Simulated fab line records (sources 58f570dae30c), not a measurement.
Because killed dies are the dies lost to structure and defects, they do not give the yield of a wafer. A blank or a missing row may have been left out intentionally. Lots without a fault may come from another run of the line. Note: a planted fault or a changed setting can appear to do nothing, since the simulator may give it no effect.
fab line records -- flow berkeley_cmos170 -- part 1 of 2: steps 1 to 27 of 36
record lots=5, wafers=15, last_day=12
route steps=331 shown BACKSIDE@202 SDANNEAL@204 PSD@206 NSD@207 PLDD@208 NLDD@209 SILICIDE@210 CONTACT@216
lots that met no fault: from a run of the same line without faults
start_h: the number of hours between the record's first day and the start of the first shown wafer of the lot -- wait_h: time in hours since the lot's previous step -- " the same as in the row above -- L1.1+2: a row that stands for several wafers -- - no value, or no start was given -- * or withheld: withheld -- < > ~ a bound
route shown NAME@n: NAME is a module with steps in the file, n the number in the route of the first one -- usual: mean and standard deviation over wafers with no fault -- same: alike in all rows -- chamber/n: place in a boat -- sites: each site's reading -- _std_site: how widely they spread, as a standard deviation -- _edge_site: inner sites' mean taken away from outer sites' mean -- radius_mm: for every site, how far away it sits from the centre of the wafer -- mask NAME#n: copy n -- behind: the last tool/chamber to shape the wafer -- hold: what put the lot on hold/how long, in hours/how the hold closed -- device: names the non-switching transistor (n, p or np) -- end of line: tests run on the same wafers once the route is complete -- for a step that has no rows: nothing shown but its recipe -- killed: count of dies lost to structure and defects at first sort (not the wafer's yield) -- map: the dies of a wafer, with x for killed, . for not killed, _ for no die there
set.NAME: the setting that was run; set.NAME@STEP: the one run at that earlier step -- model.NAME: the simulator's own value behind a step, which no gauge read
lots seen at some steps along the route; tables by step, rows by wafer
services: when a tool's chamber went out of use (start_h, in hours from the record's first day, below 0 if earlier), for how many hours, and the reason
## steps
# step UCB170_BACKSIDE_STRIP_03
# recipe chemistry=O2, power_w=400, pressure_mtorr=3500, platen_temp_c=withheld, o2_flow_sccm=400, overash_fraction=0.5
# usual drypump_motor_current_A=5.75/0.29, oes_product_au=0.735/0.0042, strip_time_to_endpoint_s=21.94/0.054
lot.wafer,tool,chamber,start_h,wait_h,drypump_motor_current_A,oes_product_au,rf_hours_counter_h,strip_time_to_endpoint_s
L076.2,plasma_asher-01,1,187.54,0.1,5.84,0.737,7,22.00
L076.3,plasma_asher-01,1,187.54,0.1,5.83,0.734,-,21.99
L076.6,plasma_asher-01,0,187.54,0.1,5.82,0.739,-,21.99
L078.3,plasma_asher-02,1,191.59,0.1,5.31,0.730,-,21.93
L078.4,plasma_asher-02,0,191.59,0.1,6.01,0.741,-,21.93
L078.5,plasma_asher-02,0,191.59,0.1,6.02,0.732,-,21.88
L083.1,plasma_asher-03,0,232.67,0.1,6.04,0.732,52,21.96
L083.4,plasma_asher-03,1,232.67,0.1,5.45,0.738,-,21.95
L083.6,plasma_asher-03,1,232.67,0.1,5.45,0.735,-,21.90
L085.2,plasma_asher-01,0,233.64,0.1,5.86,0.740,11,21.97
L085.3,plasma_asher-01,0,233.64,0.1,5.86,0.734,-,21.99
L085.5,plasma_asher-01,1,233.64,0.1,5.87,0.736,-,21.91
L091.2,plasma_asher-01,0,273.03,0.1,5.85,0.730,15,21.93
L091.3,plasma_asher-01,1,273.03,0.1,5.86,0.734,-,21.98
L091.6,plasma_asher-01,1,273.03,0.1,5.88,0.736,-,21.97
# step UCB170_BACKSIDE_CLEAN_04
# recipe chemistry=SPM, temp_c=120, time_s=600
lot.wafer,tool,chamber,start_h,wait_h
L076.2+3+6,wet_bench-01,1,187.64,0.1
L078.3+4+5,wet_bench-03,3,191.65,0.0
L083.1+4+6,wet_bench-03,0,232.77,0.1
L085.2+3+5,wet_bench-03,0,233.74,0.1
L091.2+3+6,wet_bench-01,2,273.13,0.1
# step UCB170_SDANNEAL_RTA_00
# recipe temp_c=900, time_s=10, ambient=N2
# usual lamp_power_pct=24.50/0.11, wafer_temp_C_max=905.6/2.9
lot.wafer,tool,chamber,start_h,wait_h,lamp_power_pct,wafer_temp_C_max
L076.2,rtp_anneal-01,0,187.83,0.0,24.62,908.8
L076.3,rtp_anneal-01,0,187.83,0.0,24.61,906.3
L076.6,rtp_anneal-01,0,187.83,0.0,24.62,910.3
L078.3,rtp_anneal-02,0,191.87,0.0,24.39,903.1
L078.4,rtp_anneal-02,0,191.87,0.0,24.38,903.1
L078.5,rtp_anneal-02,0,191.87,0.0,24.40,903.4
L083.1,rtp_anneal-02,0,232.94,0.0,24.40,902.5
L083.4,rtp_anneal-02,0,232.94,0.0,24.41,902.6
L083.6,rtp_anneal-02,0,232.94,0.0,24.42,902.7
L085.2,rtp_anneal-02,0,233.92,0.0,24.39,902.5
L085.3,rtp_anneal-02,0,233.92,0.0,24.38,903.0
L085.5,rtp_anneal-02,0,233.92,0.0,24.42,903.6
L091.2,rtp_anneal-01,0,273.32,0.0,24.65,907.3
L091.3,rtp_anneal-01,0,273.32,0.0,24.60,907.6
L091.6,rtp_anneal-01,0,273.32,0.0,24.59,908.0
# step UCB170_SDANNEAL_RTA_01
# recipe temp_c=1050, time_s=5, ambient=N2
# usual lamp_power_pct=37.82/0.17, wafer_temp_C_max=1056/3.4
lot.wafer,tool,chamber,start_h,wait_h,lamp_power_pct,wafer_temp_C_max
L076.2,rtp_anneal-01,0,187.89,0.1,37.97,1058
L076.3,rtp_anneal-01,0,187.89,0.1,37.99,1059
L076.6,rtp_anneal-01,0,187.89,0.1,37.97,1061
L078.3,rtp_anneal-02,0,192.00,0.1,37.64,1054
L078.4,rtp_anneal-02,0,192.00,0.1,37.73,1052
L078.5,rtp_anneal-02,0,192.00,0.1,37.63,1053
L083.1,rtp_anneal-02,0,233.01,0.1,37.61,1052
L083.4,rtp_anneal-02,0,233.01,0.1,37.70,1053
L083.6,rtp_anneal-02,0,233.01,0.1,37.69,1053
L085.2,rtp_anneal-02,0,233.99,0.1,37.69,1053
L085.3,rtp_anneal-02,0,233.99,0.1,37.64,1053
L085.5,rtp_anneal-02,0,233.99,0.1,37.67,1054
L091.2,rtp_anneal-01,0,273.38,0.1,37.98,1059
L091.3,rtp_anneal-01,0,273.38,0.1,37.97,1059
L091.6,rtp_anneal-01,0,273.38,0.1,38.02,1061
# step UCB170_SDANNEAL_RS_MEAS_02
# recipe thk_meas_gauge=four-point-probe
# usual PSD_RS=75.54/0.26
lot.wafer,tool,chamber,start_h,wait_h,PSD_RS[ohm/sq]
L076.2,film_metro-01,-,187.96,0.1,75.38
L076.3,film_metro-01,-,187.96,0.1,75.36
L076.6,film_metro-01,-,187.96,0.1,75.45
L078.3,film_metro-01,-,192.12,0.1,75.49
L078.4,film_metro-01,-,192.12,0.1,75.80
L078.5,film_metro-01,-,192.12,0.1,75.25
L083.1,film_metro-03,-,233.07,0.0,75.19
L083.4,film_metro-03,-,233.07,0.0,75.17
L083.6,film_metro-03,-,233.07,0.0,75.31
L085.2,film_metro-02,-,234.06,0.1,75.91
L085.3,film_metro-02,-,234.06,0.1,75.87
L085.5,film_metro-02,-,234.06,0.1,75.80
L091.2,film_metro-03,-,273.45,0.1,75.70
L091.3,film_metro-03,-,273.45,0.1,75.58
L091.6,film_metro-03,-,273.45,0.1,75.36
# step UCB170_SDANNEAL_RS_MEAS_03
# recipe thk_meas_gauge=four-point-probe
# usual NSD_RS=37.30/0.088
lot.wafer,tool,chamber,start_h,wait_h,NSD_RS[ohm/sq]
L076.2,film_metro-01,-,188.08,0.1,37.39
L076.3,film_metro-01,-,188.08,0.1,37.36
L076.6,film_metro-01,-,188.08,0.1,37.37
L078.3,film_metro-01,-,192.24,0.1,37.33
L078.4,film_metro-01,-,192.24,0.1,37.29
L078.5,film_metro-01,-,192.24,0.1,37.33
L083.1,film_metro-03,-,233.19,0.1,37.23
L083.4,film_metro-03,-,233.19,0.1,37.27
L083.6,film_metro-03,-,233.19,0.1,37.33
L085.2,film_metro-02,-,234.18,0.1,37.26
L085.3,film_metro-02,-,234.18,0.1,37.23
L085.5,film_metro-02,-,234.18,0.1,37.25
L091.2,film_metro-03,-,273.57,0.1,37.17
L091.3,film_metro-03,-,273.57,0.1,37.27
L091.6,film_metro-03,-,273.57,0.1,37.20
# step UCB170_SDANNEAL_RS_MEAS_04
# recipe thk_meas_gauge=four-point-probe
# usual PLDD_RS=1032.2/2.3
lot.wafer,tool,chamber,start_h,wait_h,PLDD_RS[ohm/sq]
L076.2,film_metro-01,-,188.20,0.1,1033.8
L076.3,film_metro-01,-,188.20,0.1,1033.7
L076.6,film_metro-01,-,188.20,0.1,1032.1
L078.3,film_metro-01,-,192.36,0.1,1029.6
L078.4,film_metro-01,-,192.36,0.1,1029.8
L078.5,film_metro-01,-,192.36,0.1,1031.4
L083.1,film_metro-03,-,233.31,0.1,1033.5
L083.4,film_metro-03,-,233.31,0.1,1030.7
L083.6,film_metro-03,-,233.31,0.1,1028.9
L085.2,film_metro-02,-,234.30,0.1,1034.4
L085.3,film_metro-02,-,234.30,0.1,1031.2
L085.5,film_metro-02,-,234.30,0.1,1030.9
L091.2,film_metro-03,-,273.69,0.1,1031.5
L091.3,film_metro-03,-,273.69,0.1,1033.5
L091.6,film_metro-03,-,273.69,0.1,1028.9
# step UCB170_SDANNEAL_RS_MEAS_05
# recipe thk_meas_gauge=four-point-probe
# usual NLDD_RS=616.9/1.3
lot.wafer,tool,chamber,start_h,wait_h,NLDD_RS[ohm/sq]
L076.2,film_metro-01,-,188.32,0.1,618.2
L076.3,film_metro-01,-,188.32,0.1,617.8
L076.6,film_metro-01,-,188.32,0.1,616.1
L078.3,film_metro-01,-,192.48,0.1,614.7
L078.4,film_metro-01,-,192.48,0.1,615.0
L078.5,film_metro-01,-,192.48,0.1,616.3
L083.1,film_metro-03,-,233.43,0.1,615.5
L083.4,film_metro-03,-,233.43,0.1,615.4
L083.6,film_metro-03,-,233.43,0.1,617.8
L085.2,film_metro-02,-,234.42,0.1,616.0
L085.3,film_metro-02,-,234.42,0.1,618.0
L085.5,film_metro-02,-,234.42,0.1,616.4
L091.2,film_metro-03,-,273.81,0.1,616.6
L091.3,film_metro-03,-,273.81,0.1,616.5
L091.6,film_metro-03,-,273.81,0.1,617.5
# step UCB170_SILICIDE_PRE_CLEAN_00
# recipe gas=Ar, preclean_etch_time_s=60
lot.wafer,tool,chamber,start_h,wait_h
L076.2+3+6,pvd_sputter-04,-,188.42,0.1
L078.3+4+5,pvd_sputter-01,-,192.56,0.1
L083.1+4+6,pvd_sputter-03,-,233.55,0.1
L085.2+3+5,pvd_sputter-04,-,234.52,0.1
L091.2+3+6,pvd_sputter-01,-,273.91,0.1
# step UCB170_SILICIDE_SPUTTER_01
# recipe material=Ti, target_thk_nm=30, time_s=25, power_w=1500, chamber_pressure_pa=0.5
# usual throttle_valve_pct=29.8/1
lot.wafer,tool,chamber,start_h,wait_h,throttle_valve_pct
L076.2,pvd_sputter-04,-,188.49,0.0,31.6
L076.3,pvd_sputter-04,-,188.49,0.0,31.8
L076.6,pvd_sputter-04,-,188.49,0.0,31.6
L078.3,pvd_sputter-01,-,192.62,0.0,28.2
L078.4,pvd_sputter-01,-,192.62,0.0,30.5
L078.5,pvd_sputter-01,-,192.62,0.0,30.0
L083.1,pvd_sputter-03,-,233.62,0.0,28.9
L083.4,pvd_sputter-03,-,233.62,0.0,29.6
L083.6,pvd_sputter-03,-,233.62,0.0,29.7
L085.2,pvd_sputter-04,-,234.58,0.0,30.4
L085.3,pvd_sputter-04,-,234.58,0.0,31.3
L085.5,pvd_sputter-04,-,234.58,0.0,29.5
L091.2,pvd_sputter-01,-,273.98,0.0,28.5
L091.3,pvd_sputter-01,-,273.98,0.0,29.9
L091.6,pvd_sputter-01,-,273.98,0.0,28.2
# step UCB170_SILICIDE_RS_MEAS_02
# recipe thk_meas_gauge=four-point-probe, reads=Ti_of_SILICIDE_SPUTTER_01
# usual SILICIDE_TI_RS=26.2/0.35
lot.wafer,tool,chamber,start_h,wait_h,SILICIDE_TI_RS[ohm/sq]
L076.2,film_metro-02,-,188.54,0.0,25.6
L076.3,film_metro-02,-,188.54,0.0,25.8
L076.6,film_metro-02,-,188.54,0.0,26.1
L078.3,film_metro-04,-,192.69,0.1,26.1
L078.4,film_metro-04,-,192.69,0.1,25.8
L078.5,film_metro-04,-,192.69,0.1,26.0
L083.1,film_metro-02,-,233.81,0.2,26.5
L083.4,film_metro-02,-,233.81,0.2,26.5
L083.6,film_metro-02,-,233.81,0.2,26.6
L085.2,film_metro-04,-,234.63,0.0,26.4
L085.3,film_metro-04,-,234.63,0.0,26.2
L085.5,film_metro-04,-,234.63,0.0,26.2
L091.2,film_metro-01,-,274.03,0.0,25.8
L091.3,film_metro-01,-,274.03,0.0,25.9
L091.6,film_metro-01,-,274.03,0.0,25.9
# step UCB170_SILICIDE_THK_MEAS_03
# recipe thk_meas_gauge=xrf, reads=Ti_of_SILICIDE_SPUTTER_01
# usual SILICIDE_TI_THK=29.8/0.39
lot.wafer,tool,chamber,start_h,wait_h,SILICIDE_TI_THK[nm]
L076.2,film_metro-02,-,188.65,0.1,30.0
L076.3,film_metro-02,-,188.65,0.1,30.0
L076.6,film_metro-02,-,188.65,0.1,29.6
L078.3,film_metro-04,-,192.79,0.1,29.9
L078.4,film_metro-04,-,192.79,0.1,30.2
L078.5,film_metro-04,-,192.79,0.1,30.1
L083.1,film_metro-02,-,233.93,0.1,29.6
L083.4,film_metro-02,-,233.93,0.1,29.7
L083.6,film_metro-02,-,233.93,0.1,29.5
L085.2,film_metro-04,-,234.74,0.1,29.8
L085.3,film_metro-04,-,234.74,0.1,30.1
L085.5,film_metro-04,-,234.74,0.1,30.0
L091.2,film_metro-01,-,274.14,0.1,30.2
L091.3,film_metro-01,-,274.14,0.1,30.0
L091.6,film_metro-01,-,274.14,0.1,30.0
# step UCB170_SILICIDE_RTA_04
# recipe temp_c=650, time_s=15, ambient=N2
# usual lamp_power_pct=10.50/0.046, wafer_temp_C_max=653.8/2.1
lot.wafer,tool,chamber,start_h,wait_h,lamp_power_pct,wafer_temp_C_max
L076.2,rtp_anneal-01,0,188.71,0.1,10.55,655.5
L076.3,rtp_anneal-01,0,188.71,0.1,10.54,656.2
L076.6,rtp_anneal-01,0,188.71,0.1,10.55,654.2
L078.3,rtp_anneal-01,0,192.86,0.1,10.54,655.7
L078.4,rtp_anneal-01,0,192.86,0.1,10.53,655.0
L078.5,rtp_anneal-01,0,192.86,0.1,10.55,655.3
L083.1,rtp_anneal-01,0,233.99,0.1,10.54,654.4
L083.4,rtp_anneal-01,0,233.99,0.1,10.55,653.8
L083.6,rtp_anneal-01,0,233.99,0.1,10.55,653.8
L085.2,rtp_anneal-01,0,234.81,0.1,10.54,656.7
L085.3,rtp_anneal-01,0,234.81,0.1,10.54,656.1
L085.5,rtp_anneal-01,0,234.81,0.1,10.55,656.4
L091.2,rtp_anneal-01,0,274.20,0.1,10.56,656.8
L091.3,rtp_anneal-01,0,274.20,0.1,10.55,656.5
L091.6,rtp_anneal-01,0,274.20,0.1,10.55,655.9
# step UCB170_SILICIDE_WET_ETCH_05
# recipe chemistry=SPM, time_s=45, temp_c=120, target=Ti
lot.wafer,tool,chamber,start_h,wait_h
L076.2+3+6,wet_bench-01,2,188.77,0.1
L078.3+4+5,wet_bench-01,0,192.91,0.0
L083.1+4+6,wet_bench-02,1,234.07,0.1
L085.2+3+5,wet_bench-04,1,234.87,0.1
L091.2+3+6,wet_bench-01,3,274.27,0.1
# step UCB170_CONTACT_CLEAN_00
# recipe chemistry=SPM, temp_c=120, time_s=600
lot.wafer,tool,chamber,start_h,wait_h
L076.2+3+6,wet_bench-01,2,188.79,0.0
L078.3+4+5,wet_bench-01,3,192.93,0.0
L083.1+4+6,wet_bench-04,2,234.09,0.0
L085.2+3+5,wet_bench-02,1,234.89,0.0
L091.2+3+6,wet_bench-01,0,274.29,0.0
# step UCB170_CONTACT_CVD_01
# recipe material=PSG, target_thk_nm=700, temp_c=450, precursor=SiH4/O2/PH3, time_s=2820, pressure_mtorr=313.7, sih4_flow_sccm=60, o2_flow_sccm=90, ph3_flow_sccm=25
# usual pressure_mtorr=313.5/0.64, zone_power_centre_pct=19.5/1.3
lot.wafer,tool,chamber,start_h,wait_h,pressure_mtorr,zone_power_centre_pct
L076.2,lpcvd-02,1,188.97,0.0,313.8,19.4
L076.3,lpcvd-02,1,188.97,0.0,313.2,19.5
L076.6,lpcvd-02,1,188.97,0.0,313.9,19.8
L078.3,lpcvd-02,1,193.10,0.0,314.2,19.3
L078.4,lpcvd-02,1,193.10,0.0,313.5,19.9
L078.5,lpcvd-02,1,193.10,0.0,312.7,19.2
L083.1,lpcvd-02,1,235.63,1.2,314.2,19.9
L083.4,lpcvd-02,1,235.63,1.2,313.9,19.6
L083.6,lpcvd-02,1,235.63,1.2,313.4,19.4
L085.2,lpcvd-02,0,235.63,0.6,313.4,19.0
L085.3,lpcvd-02,0,235.63,0.6,313.9,19.2
L085.5,lpcvd-02,0,235.63,0.6,312.9,18.5
L091.2,lpcvd-01,1,274.46,0.0,313.7,18.5
L091.3,lpcvd-01,1,274.46,0.0,313.2,18.3
L091.6,lpcvd-01,1,274.46,0.0,313.5,18.4
# step UCB170_CONTACT_THK_MEAS_02
# recipe reads=PSG_of_CONTACT_CVD_01
# usual CONTACT_PSG_THK=716/6.3
lot.wafer,tool,chamber,start_h,wait_h,CONTACT_PSG_THK[nm]
L076.2,film_metro-01,-,190.76,0.0,723
L076.3,film_metro-01,-,190.76,0.0,721
L076.6,film_metro-01,-,190.76,0.0,727
L078.3,film_metro-04,-,194.91,0.0,702
L078.4,film_metro-04,-,194.91,0.0,700
L078.5,film_metro-04,-,194.91,0.0,706
L083.1,film_metro-01,-,237.41,0.0,702
L083.4,film_metro-01,-,237.41,0.0,699
L083.6,film_metro-01,-,237.41,0.0,708
L085.2,film_metro-01,-,237.48,0.1,722
L085.3,film_metro-01,-,237.48,0.1,717
L085.5,film_metro-01,-,237.48,0.1,722
L091.2,film_metro-04,-,276.25,0.0,722
L091.3,film_metro-04,-,276.25,0.0,719
L091.6,film_metro-04,-,276.25,0.0,725
# step UCB170_CONTACT_HMDS_03
# recipe prime_time_s=60, prime_temp_c=100
# usual exhaust_pa=45.0/0.92
lot.wafer,tool,chamber,start_h,wait_h,exhaust_pa
L076.2,litho_track-02,0,190.84,0.1,45.5
L076.3,litho_track-02,0,190.84,0.1,46.6
L076.6,litho_track-02,0,190.84,0.1,44.6
L078.3,litho_track-03,0,195.00,0.1,43.7
L078.4,litho_track-03,0,195.00,0.1,43.4
L078.5,litho_track-03,0,195.00,0.1,44.2
L083.1,litho_track-03,0,237.47,0.1,45.3
L083.4,litho_track-03,0,237.47,0.1,45.8
L083.6,litho_track-03,0,237.47,0.1,44.0
L085.2,litho_track-03,0,237.94,0.5,46.1
L085.3,litho_track-03,0,237.94,0.5,44.7
L085.5,litho_track-03,0,237.94,0.5,45.9
L091.2,litho_track-03,0,276.33,0.1,48.3
L091.3,litho_track-03,0,276.33,0.1,46.5
L091.6,litho_track-03,0,276.33,0.1,45.8
# step UCB170_CONTACT_COAT_04
# recipe resist=KrF, spin_rpm=1500, resist_thk_nm=900
# usual exhaust_pa=45.0/1
lot.wafer,tool,chamber,start_h,wait_h,exhaust_pa
L076.2,litho_track-02,0,190.99,0.1,45.2
L076.3,litho_track-02,0,190.99,0.1,44.8
L076.6,litho_track-02,0,190.99,0.1,45.6
L078.3,litho_track-03,0,195.15,0.1,43.7
L078.4,litho_track-03,0,195.15,0.1,44.5
L078.5,litho_track-03,0,195.15,0.1,44.9
L083.1,litho_track-03,0,237.62,0.1,44.6
L083.4,litho_track-03,0,237.62,0.1,44.7
L083.6,litho_track-03,0,237.62,0.1,44.8
L085.2,litho_track-03,0,238.09,0.1,45.2
L085.3,litho_track-03,0,238.09,0.1,45.2
L085.5,litho_track-03,0,238.09,0.1,44.5
L091.2,litho_track-03,0,276.48,0.1,44.1
L091.3,litho_track-03,0,276.48,0.1,45.8
L091.6,litho_track-03,0,276.48,0.1,45.2
# step UCB170_CONTACT_SOFTBAKE_05
# recipe resist=KrF, temp_c=130, time_s=60
# usual exhaust_pa=45.0/0.82
lot.wafer,tool,chamber,start_h,wait_h,exhaust_pa
L076.2,litho_track-02,0,191.14,0.1,45.0
L076.3,litho_track-02,0,191.14,0.1,43.2
L076.6,litho_track-02,0,191.14,0.1,44.3
L078.3,litho_track-03,0,195.30,0.1,43.9
L078.4,litho_track-03,0,195.30,0.1,45.7
L078.5,litho_track-03,0,195.30,0.1,44.5
L083.1,litho_track-03,0,237.77,0.1,45.8
L083.4,litho_track-03,0,237.77,0.1,45.0
L083.6,litho_track-03,0,237.77,0.1,44.2
L085.2,litho_track-03,0,238.24,0.1,45.5
L085.3,litho_track-03,0,238.24,0.1,44.9
L085.5,litho_track-03,0,238.24,0.1,44.8
L091.2,litho_track-03,0,276.63,0.1,45.2
L091.3,litho_track-03,0,276.63,0.1,43.8
L091.6,litho_track-03,0,276.63,0.1,45.1
# step UCB170_CONTACT_STRIP_06
# recipe chemistry=O2, power_w=400, pressure_mtorr=3500, platen_temp_c=withheld, o2_flow_sccm=400, overash_fraction=0.5
# usual drypump_motor_current_A=5.7/0.3, oes_product_au=0.735/0.0048, strip_time_to_endpoint_s=21.96/0.057
lot.wafer,tool,chamber,start_h,wait_h,drypump_motor_current_A,oes_product_au,rf_hours_counter_h,strip_time_to_endpoint_s
L076.2,plasma_asher-01,1,191.26,0.1,5.8,0.740,7,21.82
L076.3,plasma_asher-01,1,191.26,0.1,5.9,0.731,-,21.79
L076.6,plasma_asher-01,1,191.26,0.1,5.9,0.728,-,21.83
L078.3,plasma_asher-01,0,195.43,0.1,5.8,0.736,-,21.91
L078.4,plasma_asher-01,1,195.43,0.1,5.9,0.737,-,21.90
L078.5,plasma_asher-01,0,195.43,0.1,5.9,0.733,-,21.86
L083.1,plasma_asher-01,1,237.92,0.1,5.9,0.741,11,22.00
L083.4,plasma_asher-01,0,237.92,0.1,5.9,0.735,-,22.08
L083.6,plasma_asher-01,1,237.92,0.1,5.9,0.737,-,22.05
L085.2,plasma_asher-01,1,238.37,0.1,5.8,0.737,11,21.91
L085.3,plasma_asher-01,1,238.37,0.1,5.9,0.732,-,21.95
L085.5,plasma_asher-01,1,238.37,0.1,5.9,0.739,-,21.98
L091.2,plasma_asher-04,1,276.75,0.1,5.1,0.735,53,22.00
L091.3,plasma_asher-04,1,276.75,0.1,5.1,0.732,-,21.98
L091.6,plasma_asher-04,0,276.75,0.1,5.7,0.733,-,22.01
# step UCB170_CONTACT_CLEAN_07
# recipe chemistry=SPM, temp_c=120, time_s=600
lot.wafer,tool,chamber,start_h,wait_h
L076.2+3+6,wet_bench-01,1,191.36,0.1
L078.3+4+5,wet_bench-01,0,195.50,0.0
L083.1+4+6,wet_bench-01,0,238.02,0.1
L085.2+3+5,wet_bench-01,0,238.47,0.1
L091.2+3+6,wet_bench-02,2,276.85,0.1
# step UCB170_CONTACT_RTA_08
# recipe temp_c=900, time_s=10, ambient=N2
# usual lamp_power_pct=24.51/0.11, wafer_temp_C_max=905.7/2.9
lot.wafer,tool,chamber,start_h,wait_h,lamp_power_pct,wafer_temp_C_max
L076.2,rtp_anneal-01,0,191.55,0.0,24.60,907.9
L076.3,rtp_anneal-01,0,191.55,0.0,24.60,906.6
L076.6,rtp_anneal-01,0,191.55,0.0,24.60,907.9
L078.3,rtp_anneal-02,0,195.71,0.0,24.38,902.2
L078.4,rtp_anneal-02,0,195.71,0.0,24.40,902.1
L078.5,rtp_anneal-02,0,195.71,0.0,24.36,902.4
L083.1,rtp_anneal-01,0,238.21,0.0,24.62,907.2
L083.4,rtp_anneal-01,0,238.21,0.0,24.61,908.0
L083.6,rtp_anneal-01,0,238.21,0.0,24.58,906.5
L085.2,rtp_anneal-02,0,238.67,0.0,24.39,902.9
L085.3,rtp_anneal-02,0,238.67,0.0,24.39,903.2
L085.5,rtp_anneal-02,0,238.67,0.0,24.42,904.0
L091.2,rtp_anneal-01,0,277.04,0.0,24.66,907.2
L091.3,rtp_anneal-01,0,277.04,0.0,24.62,909.9
L091.6,rtp_anneal-01,0,277.04,0.0,24.61,909.2
# step UCB170_CONTACT_COAT_09
# recipe resist=BARC, temp_c=withheld, time_s=withheld, spin_rpm=3000, resist_thk_nm=withheld
# usual exhaust_pa=44.9/0.92
lot.wafer,tool,chamber,start_h,wait_h,exhaust_pa
L076.2,litho_track-03,0,191.98,0.4,45.2
L076.3,litho_track-03,0,191.98,0.4,45.6
L076.6,litho_track-03,0,191.98,0.4,45.8
L078.3,litho_track-03,0,195.81,0.1,44.8
L078.4,litho_track-03,0,195.81,0.1,43.2
L078.5,litho_track-03,0,195.81,0.1,44.7
L083.1,litho_track-01,0,238.28,0.1,45.4
L083.4,litho_track-01,0,238.28,0.1,45.3
L083.6,litho_track-01,0,238.28,0.1,45.7
L085.2,litho_track-01,0,238.75,0.1,45.1
L085.3,litho_track-01,0,238.75,0.1,44.1
L085.5,litho_track-01,0,238.75,0.1,46.4
L091.2,litho_track-01,0,277.23,0.2,45.4
L091.3,litho_track-01,0,277.23,0.2,46.0
L091.6,litho_track-01,0,277.23,0.2,45.0
# step UCB170_CONTACT_COAT_10
# recipe resist=KrF, spin_rpm=1500, resist_thk_nm=900
# usual exhaust_pa=44.9/0.82
lot.wafer,tool,chamber,start_h,wait_h,exhaust_pa
L076.2,litho_track-03,0,-,-,45.8
L076.3,litho_track-03,0,-,-,43.6
L076.6,litho_track-03,0,-,-,43.9
L078.3,litho_track-03,0,-,-,45.9
L078.4,litho_track-03,0,-,-,45.7
L078.5,litho_track-03,0,-,-,46.5
L083.1,litho_track-01,0,-,-,44.2
L083.4,litho_track-01,0,-,-,44.6
L083.6,litho_track-01,0,-,-,45.0
L085.2,litho_track-01,0,-,-,45.7
L085.3,litho_track-01,0,-,-,45.6
L085.5,litho_track-01,0,-,-,46.3
L091.2,litho_track-01,0,-,-,45.4
L091.3,litho_track-01,0,-,-,44.9
L091.6,litho_track-01,0,-,-,44.8
# step UCB170_CONTACT_SOFTBAKE_11
# recipe resist=KrF, temp_c=130, time_s=60
# usual exhaust_pa=45.0/0.96
lot.wafer,tool,chamber,start_h,wait_h,exhaust_pa
L076.2,litho_track-03,0,-,-,44.3
L076.3,litho_track-03,0,-,-,45.3
L076.6,litho_track-03,0,-,-,45.0
L078.3,litho_track-03,0,-,-,46.6
L078.4,litho_track-03,0,-,-,44.8
L078.5,litho_track-03,0,-,-,46.0
L083.1,litho_track-01,0,-,-,44.8
L083.4,litho_track-01,0,-,-,44.5
L083.6,litho_track-01,0,-,-,45.8
L085.2,litho_track-01,0,-,-,43.0
L085.3,litho_track-01,0,-,-,43.8
L085.5,litho_track-01,0,-,-,45.6
L091.2,litho_track-01,0,-,-,46.3
L091.3,litho_track-01,0,-,-,45.6
L091.6,litho_track-01,0,-,-,45.3
# step UCB170_CONTACT_EXPOSE_12
# recipe mask_id=CONT, target_cd_nm=700, na=0.5, sigma_outer=0.6, source_shape=conventional, dose_mj=35
lot.wafer,tool,chamber,start_h,wait_h,mask
L076.2+3+6,krf_scanner-02,0,192.55,-,CONT#0
L078.3+4+5,krf_scanner-01,0,196.37,-,CONT#0
L083.1+4+6,krf_scanner-01,0,238.85,-,CONT#0
L085.2+3+5,krf_scanner-01,0,239.47,-,CONT#0
L091.2+3+6,krf_scanner-01,0,277.67,-,CONT#0
